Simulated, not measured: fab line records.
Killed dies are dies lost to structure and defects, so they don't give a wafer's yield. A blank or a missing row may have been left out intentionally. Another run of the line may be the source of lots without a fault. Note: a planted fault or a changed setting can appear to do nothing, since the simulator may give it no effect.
Problem report in the 8D (eight disciplines) form, filled by code | flow berkeley cmos170 | the parts of the form that need people (team, actions taken, sign-off) are left out

## 1. THE PROBLEM
Mean NSD_TW at UCB170_NSD_TW_MEAS_10: 3689 over 6 wafers in 2 lots; fault-free wafers: 4217, standard deviation 34. Relative to the usual mean, that is a shift of -16 standard deviations.
First seen on wafer L911.2, day 9 01:35, on film metro-01. The record has a number at this step for 42 wafers belonging to 14 lots. By rule, "out" or "out of limits" means more than 4 standard deviations away from the usual mean. The rest of the wafers with a number are treated as sound.

## 2. WHAT IT IS, AND WHAT IT ISN'T
question                    | is                           | is not
which readings at this step | NSD_TW                       | -
which lots                  | L909, L911                   | L898, L899, L901, L902, L904, L905, L906, L908, L910, L913, L914, L921
which wafers of those lots  | all that have a number       | -
read on which gauges        | film metro-01, film metro-04 | film metro-03
when                        | from day 9 01:35             | up to then (27 sound wafers); but 9 sound wafers of L913, L914, L921 came after

## 3. SUSPECTS, AND WHAT RULES EACH OUT
Counting: a tool at any process step up to the reading remains a suspect when it ran all the lots that are out and ran no sound lot after the first of those.
- the gauge at UCB170_NSD_TW_MEAS_10 is ruled out. The wafers that are out were read on 2 gauges (film metro-01, film metro-04).
- implanter-02 at UCB170_NSD_IMPLANT_08: kept. All lots that are out passed through it, beginning with L911 at day 9 01:21, and no sound lot followed; its final sound lot before that point was L905 at day 8 06:27. Its own readings are out on those wafers: dose ions cm2, end station pressure torr, faraday current uA.
- plasma asher-02 at UCB170_NSD_STRIP_09 (strips in O2): ruled out as a lasting fault. After its first lot that is out, L911 (day 9 01:28), sound lots L921 ran on it.
Remaining after the count: implanter-02 at UCB170_NSD_IMPLANT_08.

## 4. THE CAUSE (what the simulator had put in)
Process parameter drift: implanter-02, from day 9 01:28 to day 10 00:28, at UCB170_NSD_IMPLANT_08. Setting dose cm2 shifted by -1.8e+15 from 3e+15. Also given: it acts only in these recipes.
After counting, this tool was the only one left.

## 5. THE EFFECT CHAIN, in route order
Rows list readings where the struck wafers' mean (over those with a number) sits beyond 3 standard deviations from the usual. Readings are gone through only where the record gives a usual standard deviation; hours: the median, over the lots, of the time from a lot's start at the first step in this table giving one to that lot's start at this step; sigmas: the change measured in usual standard deviations.
hours | step                       | reading                   | usual         | on struck wafers | change    | sigmas
0     | UCB170_NSD_IMPLANT_08      | dose ions cm2             | 3e+15         | 1e+15            | -2e+15    | -99 or more
0     | UCB170_NSD_IMPLANT_08      | end station pressure torr | 1.25e-05 Torr | 7.78e-06         | -4.72e-06 | -7.9
0     | UCB170_NSD_IMPLANT_08      | faraday current uA        | 9263          | 3787             | -5476     | -27
0     | UCB170_NSD_STRIP_09        | oes product au            | 0.534 a.u.    | 0.621            | +0.087    | +19
0     | UCB170_NSD_STRIP_09        | strip time to endpoint s  | 35.84 s       | 27.88            | -7.96     | -99 or more
0     | UCB170_NSD_TW_MEAS_10      | NSD_TW                    | 4217          | 3689             | -528      | -16
2     | UCB170_SDANNEAL_RS_MEAS_03 | NSD_RS                    | 37.31 ohm/sq  | 68.76            | +31.45    | +99 or more
Process steps it contains:
- UCB170_NSD_IMPLANT_08
- UCB170_NSD_STRIP_09: strips in O2.

## 6. HOW IT WOULD HAVE BEEN CAUGHT EARLIER
In this record the first reading out of limits at a measuring or inspecting step was taken at day 9 01:35, 0 hours after the fault began at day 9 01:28.
At UCB170_NSD_IMPLANT_08, the tool's own readings (dose ions cm2, end station pressure torr, faraday current uA) were out on each struck wafer the step has a row for, so an alarm limit on them would have fired on the first such wafer.
Among the 2 lots that are out, L909 began UCB170_NSD_IMPLANT_08 on implanter-02 after day 9 01:35. Holding the tool at that time would have saved it.
